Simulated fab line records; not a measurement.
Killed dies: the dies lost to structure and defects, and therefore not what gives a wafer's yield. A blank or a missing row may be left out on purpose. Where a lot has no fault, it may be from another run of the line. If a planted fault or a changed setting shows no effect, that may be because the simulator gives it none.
Split-lot trial    flow berkeleyCmos170    5 lots, 23 wafers read, on a route of 331 steps

SPLIT DETAILS
At UCB170_NWELL_OXIDATION_01 (target thk 26.4 nm, ox time 1260 s), the setting oxTimeS was moved away from the recipe's 1260 s on 15 of the 23 wafers read, by -13.3% to +10.2%. This setting was run at the recipe's value on the other wafers.

No step appears in the file between the split and the reading.

THE READING
NWELL_OXIDE_THK at UCB170_NWELL_THK_MEAS_02, in nm. A value of 26.3 nm with a standard deviation of 0.54 nm is what fault-free wafers of this fab line usually give.

wafer   tool, chamber at the split  oxTimeS as run, s  against the recipe  NWELL_OXIDE_THK, nm  against lot-mates on the recipe
L075.1  -, -                        1260               recipe              26.9                 -
L075.2  -, -                        1260               recipe              26.4                 -
L075.4  -, -                        1260               recipe              26.7                 -
L075.5  -, -                        1260               recipe              26.4                 -
L075.6  -, -                        1260               recipe              26.3                 -
L076.2  -, -                        1388               +10.2%              29.0                 no lot-mate on the recipe
L076.3  -, -                        1388               +10.2%              28.6                 no lot-mate on the recipe
L076.4  -, -                        1388               +10.2%              29.1                 no lot-mate on the recipe
L076.5  -, -                        1388               +10.2%              28.7                 no lot-mate on the recipe
L076.6  -, -                        1388               +10.2%              28.6                 no lot-mate on the recipe
L077.1  -, -                        1175               -6.7%               24.8                 no lot-mate on the recipe
L077.2  -, -                        1175               -6.7%               24.8                 no lot-mate on the recipe
L077.3  -, -                        1175               -6.7%               25.3                 no lot-mate on the recipe
L077.4  -, -                        1175               -6.7%               25.1                 no lot-mate on the recipe
L077.5  -, -                        1175               -6.7%               24.7                 no lot-mate on the recipe
L083.2  -, -                        1093               -13.3%              24.0                 no lot-mate on the recipe
L083.3  -, -                        1093               -13.3%              23.8                 no lot-mate on the recipe
L083.4  -, -                        1093               -13.3%              23.9                 no lot-mate on the recipe
L083.5  -, -                        1093               -13.3%              23.8                 no lot-mate on the recipe
L083.6  -, -                        1093               -13.3%              23.4                 no lot-mate on the recipe
L085.3  furnace-02, 0               1260               recipe              27.1                 -
L085.4  furnace-02, 0               1260               recipe              27.1                 -
L085.5  furnace-02, 0               1260               recipe              27.0                 -

THE FIT
A straight line over all 23 wafers: NWELL_OXIDE_THK changes by +0.219 nm for each +1% of oxTimeS; r = +0.99; the points scatter about the line by 0.29 nm.
Too few moved wafers have a lot-mate on the recipe to fit a line with each lot's own level taken away.

THE WHOLE CHAIN: every reading that the file lists as answering this split, in the file's order
step                       what it does                        reading                                                                            change (the file's fit)                r (the file's)
UCB170_NWELL_OXIDATION_01  target thk 26.4 nm, ox time 1260 s  SiO2_of_NWELL_OXIDATION_01.thkNm (the simulator's own value, which no gauge read)  +0.218 nm for each +1% of the setting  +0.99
UCB170_NWELL_THK_MEAS_02                                       NWELL_OXIDE_THK                                                                    +0.219 for each +1% of the setting     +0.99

THE FILE'S OWN FIT
NWELL_OXIDE_THK changes by +0.219 nm for each +1% of oxTimeS, r = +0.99.
